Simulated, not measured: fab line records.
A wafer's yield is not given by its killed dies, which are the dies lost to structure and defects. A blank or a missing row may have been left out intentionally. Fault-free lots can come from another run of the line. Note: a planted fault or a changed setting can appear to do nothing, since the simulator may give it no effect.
The tool behind it: which one? -- flow berkeleyCmos170 -- 12 lots (36 wafers sampled), 1 step of a 331-step route

== WHAT EACH GAUGE READ, for each wafer ==
Not one reading of a measure or inspect step in the record can be checked against a usual standard deviation.

== TOOL THAT RAN EACH LOT (tool first, then ch and the chambers of the sampled wafers, then the start) ==
lot,UCB170_GATE_WET_ETCH_00
L380,"wetBench-03 ch 1, day 5 16:40"
L381,"wetBench-03 ch 0, day 5 16:40"
L379,"wetBench-03 ch 3, day 5 16:55"
L383,"wetBench-02 ch 2, day 6 14:17"
L382,"wetBench-02 ch 0, day 6 15:01"
L384,"wetBench-02 ch 0, day 6 17:59"
L385,"wetBench-02 ch 3, day 6 23:07"
L387,"wetBench-02 ch 3, day 7 15:31"
L386,"wetBench-02 ch 3, day 7 15:52"
L398,"wetBench-03 ch 1, day 9 18:16"
L401,"wetBench-03 ch 0, day 9 20:43"
L402,"wetBench-01 ch 2, day 9 21:08"
- UCB170_GATE_WET_ETCH_00: etches SiO2 in dHF, time 200 s.

== WHAT THE TOOLS THEMSELVES READ (means of the sampled wafers that have a number; where no wafer has one, the mark that the record gives instead) ==
UCB170_GATE_WET_ETCH_00.
lot,tool,runLengthS (s)
L380,wetBench-03,234
L381,wetBench-03,234
L379,wetBench-03,231
L383,wetBench-02,225
L382,wetBench-02,231
L384,wetBench-02,231
L385,wetBench-02,352
L387,wetBench-02,344
L386,wetBench-02,344
L398,wetBench-03,226
L401,wetBench-03,225
L402,wetBench-01,225

== THE ANSWER, worked out from the rows above alone ==
Rule: what is usual is taken from the lots themselves. The widest of any qualifying gaps counts: lots, ordered by their means at a reading, are off when they make up no more than a third of the lots, leave a main group of 4 or more, and stand apart from it by 3 or more times the standard deviation of that group's means. A main group is skipped when, at the precision printed for the reading in the tables above, its means are all equal. Also off: a lot with no number at a reading for which 4 or more lots have one. The other lots that the step has rows for count as sound. Order of review: gauges by route order, followed by the tools' own readings, for which a lot's mean as printed above is used. The first step at which some lot is off is used, and at that step the reading that is off furthest; a lot without a number counts as furthest.
Off: L385, L387, L386, at UCB170_GATE_WET_ETCH_00 (runLengthS). The main group has a mean of 229 s with a standard deviation of 3.6.
If a tool, at that step or one of the process steps before it, ran each lot that is off and ran no sound lot following the first of them, it fits. One fits: wetBench-02 at UCB170_GATE_WET_ETCH_00. A fault onset in the window from L384 (day 6 17:59, its last sound lot) to L385 (day 6 23:07, its first lot off) fits.
The tool's own readings at UCB170_GATE_WET_ETCH_00 bear it out: on the lots that are off they differ by more than 5 times the standard deviation of the sound lots' means. runLengthS reads 347 s there against 229 s on the sound lots.

== WHAT HAD BEEN PUT IN BY THE SIMULATOR ==
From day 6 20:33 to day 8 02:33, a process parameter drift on wetBench-02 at UCB170_GATE_WET_ETCH_00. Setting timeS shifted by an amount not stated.
Lots struck among those shown: L385, L387, L386. The rule above found the same.
